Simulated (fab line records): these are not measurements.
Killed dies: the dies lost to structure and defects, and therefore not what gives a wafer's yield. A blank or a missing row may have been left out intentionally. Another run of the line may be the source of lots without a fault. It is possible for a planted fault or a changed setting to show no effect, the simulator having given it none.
fab line records    flow berkeley-cmos170
record lots=14  wafers=42  last-day=13
route steps=331 shown PWELL@37 ACTIVE@62 SACOX@99
lots that met no fault: from a run of the same line without faults
start-h: the number of hours between the record's first day and the start of the first shown wafer of the lot    wait-h: hours since the lot's step before    " same as the row above    L1.1+2: a single row standing in for several wafers    - value missing, or start not given    * or withheld: withheld    < > ~ a bound
route shown NAME@n: a module of which the file shows steps, and the number in the route of the first    usual: mean/standard deviation of fault-free wafers    same: alike in all rows    chamber/n: place in a boat    sites: the reading at each site    _std_site: the values' standard deviation    _edge_site: outer sites' mean less inner sites'    radius-mm: how far each site lies from the wafer's centre    mask NAME#n: copy n    behind: the most recent tool/chamber to have shaped the wafer    hold: cause of the lot's hold/its duration in hours/its outcome    device: the n, p or np transistor that did not switch    end of line: the route-end tests of the same wafers    a step with no rows: only its recipe    killed: count of dies lost to structure and defects at first sort (not the wafer's yield)    map: dies across one wafer; x = killed, . = not, _ = none there
set.NAME: the setting as run; set.NAME@STEP: as run at that earlier step    model.NAME: the simulator's own value behind a step, which no gauge read
a sample of lots followed through the steps of the route, with each step as a table and each wafer as a row
services: when a tool's chamber went out of use (start-h, in hours from the record's first day, below 0 if earlier), for how many hours, and the reason
## steps
# step UCB170_PWELL_THK_MEAS_03
# recipe reads=SiO2_of_PWELL_OXIDATION_02
# usual PWELL_OXIDE_THK=26.4/0.59
lot.wafer  tool           chamber  start-h  wait-h  PWELL_OXIDE_THK[nm]
L539.3     film-metro-03  -        38.76    0.0     25.8
L539.4     "              -        "        "       25.3
L539.6     "              -        "        "       25.8
L540.2     film-metro-03  -        52.76    0.0     25.7
L540.3     "              -        "        "       25.8
L540.4     "              -        "        "       25.4
L541.2     film-metro-04  -        52.76    0.0     25.8
L541.4     "              -        "        "       25.9
L541.6     "              -        "        "       26.4
L542.3     film-metro-03  -        62.06    0.0     26.4
L542.4     "              -        "        "       26.8
L542.5     "              -        "        "       25.9
L545.1     film-metro-03  -        78.22    0.0     26.1
L545.2     "              -        "        "       26.0
L545.6     "              -        "        "       25.7
L546.1     film-metro-01  -        83.67    0.0     27.1
L546.3     "              -        "        "       27.0
L546.5     "              -        "        "       26.7
L547.1     film-metro-03  -        92.48    0.0     25.7
L547.4     "              -        "        "       25.8
L547.6     "              -        "        "       25.2
L552.2     film-metro-03  -        116.23   0.0     26.4
L552.4     "              -        "        "       26.9
L552.6     "              -        "        "       26.6
L555.2     film-metro-03  -        123.12   0.0     26.9
L555.5     "              -        "        "       27.0
L555.6     "              -        "        "       27.1
L556.3     film-metro-01  -        130.48   0.0     26.8
L556.4     "              -        "        "       26.3
L556.5     "              -        "        "       25.9
L557.1     film-metro-03  -        136.17   0.0     25.9
L557.5     "              -        "        "       26.0
L557.6     "              -        "        "       26.2
L560.1     film-metro-04  -        152.88   0.0     26.6
L560.5     "              -        "        "       26.7
L560.6     "              -        "        "       26.6
L562.1     film-metro-03  -        161.49   0.0     26.5
L562.4     "              -        "        "       26.3
L562.6     "              -        "        "       26.4
L561.2     film-metro-04  -        161.50   0.0     26.3
L561.3     "              -        "        "       26.2
L561.5     "              -        "        "       26.7
# step UCB170_ACTIVE_OXIDATION_02
# recipe temp-c=1000  ambient=O2  target-thk-a=264  ox-time-s=1260
# usual ox-temp-c=1000.0/0.46  ox-temp-c-max=1006.2/1.5  spike-tc-source-C=1022.2/1.6  zone-power-load-pct=33.9/2.5
lot.wafer  tool        chamber  start-h  wait-h  ox-temp-c  ox-temp-c-max  spike-tc-source-C  zone-power-load-pct
L539.3     furnace-04  0        71.55    3.5     1000.1     1008.1         1019.8             32.9
L539.4     "           0        "        "       999.9      1006.9         1020.0             33.2
L539.6     "           0        "        "       999.4      1008.3         1020.3             32.9
L540.2     furnace-04  0        86.86    4.5     999.9      1006.9         1019.7             32.8
L540.3     "           0        "        "       999.6      1008.2         1020.8             32.8
L540.4     "           0        "        "       1000.4     1007.3         1020.7             33.3
L541.2     furnace-04  0        86.86    4.5     999.7      1008.7         1020.5             33.0
L541.4     "           0        "        "       999.2      1005.6         1022.1             33.0
L541.6     "           0        "        "       999.2      1009.1         1018.7             33.3
L542.3     furnace-01  0        94.20    3.5     1000.3     1007.3         1022.3             38.1
L542.4     "           0        "        "       1000.0     1004.8         1025.3             38.7
L542.5     "           0        "        "       999.6      1006.0         1022.7             38.1
L545.1     furnace-02  0        112.27   5.1     1000.2     1007.7         1022.7             32.0
L545.2     "           0        "        "       1000.7     1006.7         1024.2             32.2
L545.6     "           0        "        "       1000.0     1004.6         1023.9             31.9
L546.1     furnace-02  0        112.27   1.8     999.5      1004.0         1022.0             32.1
L546.3     "           0        "        "       999.9      1004.2         1021.9             32.2
L546.5     "           0        "        "       1000.3     1006.3         1021.9             31.7
L547.1     furnace-02  0        121.97   3.8     999.3      1005.2         1022.2             32.6
L547.4     "           0        "        "       1000.0     1005.3         1023.0             32.2
L547.6     "           0        "        "       999.8      1005.0         1023.1             32.5
L552.2     furnace-04  0        143.31   4.4     1001.2     1007.3         1022.0             33.3
L552.4     "           0        "        "       1000.2     1007.6         1019.4             32.9
L552.6     "           0        "        "       1000.1     1008.3         1018.6             32.7
L555.2     furnace-02  0        152.12   3.3     999.4      1004.3         1023.8             32.0
L555.5     "           0        "        "       999.6      1004.4         1023.4             31.6
L555.6     "           0        "        "       998.9      1004.5         1023.0             31.5
L556.3     furnace-02  -        162.88   5.2     -          -              -                  -
L556.4     "           -        "        "       -          -              -                  -
L556.5     "           -        "        "       -          -              -                  -
L557.1     furnace-02  -        168.23   5.1     -          -              -                  -
L557.5     "           -        "        "       -          -              -                  -
L557.6     "           -        "        "       -          -              -                  -
L560.1     furnace-02  0        188.33   5.3     1000.1     1005.9         1022.3             32.1
L560.5     "           0        "        "       1000.2     1006.3         1022.1             32.1
L560.6     "           0        "        "       1000.4     1007.2         1023.6             31.9
L561.2     furnace-01  0        198.20   3.8     1000.0     1005.7         1022.2             38.2
L561.3     "           0        "        "       999.7      1005.6         1023.5             37.7
L561.5     "           0        "        "       1000.3     1005.7         1022.9             38.4
L562.1     furnace-01  0        198.20   3.8     1000.3     1006.3         1023.2             38.8
L562.4     "           0        "        "       999.9      1005.4         1024.3             37.5
L562.6     "           0        "        "       1000.2     1006.0         1021.2             38.0
# step UCB170_ACTIVE_CD_MEAS_13
# recipe target-cd-nm=1200
# usual cd-nm=1200.0/1.2
lot.wafer  tool       chamber  start-h  wait-h  cd-nm
L539.3     cd-sem-01  -        80.43    -       1200.2
L539.4     "          -        "        "       1198.9
L539.6     "          -        "        "       1200.2
L541.2     cd-sem-02  -        100.64   -       1199.1
L541.4     "          -        "        "       1198.2
L541.6     "          -        "        "       1198.2
L540.2     cd-sem-02  -        101.00   -       1200.1
L540.3     "          -        "        "       1199.0
L540.4     "          -        "        "       1200.2
L542.3     cd-sem-02  -        104.78   -       1200.9
L542.4     "          -        "        "       1200.4
L542.5     "          -        "        "       1200.8
L545.1     cd-sem-02  -        120.58   -       1201.9
L545.2     "          -        "        "       1202.4
L545.6     "          -        "        "       1202.5
L546.1     cd-sem-01  -        120.94   -       1198.9
L546.3     "          -        "        "       1198.1
L546.5     "          -        "        "       1198.2
L547.1     cd-sem-02  -        130.63   -       1202.1
L547.4     "          -        "        "       1202.1
L547.6     "          -        "        "       1201.7
L552.2     cd-sem-02  -        152.02   -       1200.6
L552.4     "          -        "        "       1200.2
L552.6     "          -        "        "       1201.0
L555.2     cd-sem-01  -        161.89   -       1201.0
L555.5     "          -        "        "       1201.3
L555.6     "          -        "        "       1201.2
L556.3     cd-sem-02  -        173.51   -       1200.6
L556.4     "          -        "        "       1200.6
L556.5     "          -        "        "       1202.4
L557.1     cd-sem-01  -        179.20   -       1198.0
L557.5     "          -        "        "       1199.1
L557.6     "          -        "        "       1198.6
L560.1     cd-sem-02  -        198.67   -       1201.1
L560.5     "          -        "        "       1198.2
L560.6     "          -        "        "       1198.9
L562.1     cd-sem-01  -        211.70   -       1199.5
L562.4     "          -        "        "       1199.0
L562.6     "          -        "        "       1200.4
L561.2     cd-sem-01  -        211.84   -       1200.4
L561.3     "          -        "        "       1201.6
L561.5     "          -        "        "       1199.6
# step UCB170_SACOX_THK_MEAS_02
# recipe reads=SiO2_of_SACOX_OXIDATION_01
# usual SACOX_OXIDE_THK=14.49/0.27
lot.wafer  tool           chamber  start-h  wait-h  SACOX_OXIDE_THK[nm]
L539.3     film-metro-03  -        106.09   0.0     14.80
L539.4     "              -        "        "       14.66
L539.6     "              -        "        "       14.72
L540.2     film-metro-01  -        126.33   0.0     14.71
L540.3     "              -        "        "       14.97
L540.4     "              -        "        "       14.68
L541.2     film-metro-03  -        126.33   0.0     14.41
L541.4     "              -        "        "       14.64
L541.6     "              -        "        "       14.64
L542.3     film-metro-02  -        126.34   0.0     14.30
L542.4     "              -        "        "       14.48
L542.5     "              -        "        "       14.35
L545.1     film-metro-03  -        144.45   0.0     14.71
L545.2     "              -        "        "       14.52
L545.6     "              -        "        "       14.67
L546.1     film-metro-02  -        144.45   0.0     14.93
L546.3     "              -        "        "       15.11
L546.5     "              -        "        "       15.21
L547.1     film-metro-01  -        157.38   0.0     14.46
L547.4     "              -        "        "       14.27
L547.6     "              -        "        "       14.37
L552.2     film-metro-02  -        178.45   0.1     14.43
L552.4     "              -        "        "       14.36
L552.6     "              -        "        "       14.47
L555.2     film-metro-02  -        191.35   0.0     14.70
L555.5     "              -        "        "       14.48
L555.6     "              -        "        "       14.54
L560.1     film-metro-01  -        219.18   0.0     14.36
L560.5     "              -        "        "       14.52
L560.6     "              -        "        "       14.42
L562.1     film-metro-02  -        233.88   0.0     14.32
L562.4     "              -        "        "       14.53
L562.6     "              -        "        "       14.72
L561.2     film-metro-02  -        233.95   0.1     14.59
L561.3     "              -        "        "       14.50
L561.5     "              -        "        "       14.66
## services
tool        chamber  start-h  hours  kind
furnace-04  -        74.57    3.5    pm
furnace-04  -        133.15   3.2    pm
furnace-02  -        176.08   3.2    pm
furnace-04  -        193.56   13.2   pm
## key
first-sign step=UCB170_ACTIVE_OXIDATION_02  reading=tool-record  direction=missing
effect none on later readings
met-at UCB170_ACTIVE_OXIDATION_02
struck-lots L556,L557
later-rows-left-out L556.3,L556.4,L556.5,L557.1,L557.5,L557.6
sort-left-out L556.3,L556.4,L556.5,L557.1,L557.5,L557.6
tester-left-out L556,L557
not-acting-at UCB170_PWELL_THK_MEAS_03,UCB170_ACTIVE_CD_MEAS_13,UCB170_SACOX_THK_MEAS_02
onset-between 152.12 162.88
fault kind=skipped-step-whole  tool=furnace-02  chamber=-  onset-h=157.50  steps=UCB170_ACTIVE_OXIDATION_02  scope=struck-lots-only
# tester-left-out: of these lots the tester's yield and bins aren't shown, on N5 and GAA mostly nor the transistor test; their killed dies are dies lost to structure and defects alone, not to doping, threshold or leakage, so they don't give the yield
# sort-left-out: the simulated sort isn't trusted on such a fault, so these wafers' sort isn't shown, and their yield isn't known
# later-rows-left-out: the simulator's readings of these wafers behind a module that went badly wrong aren't trusted and aren't shown, but for the sort
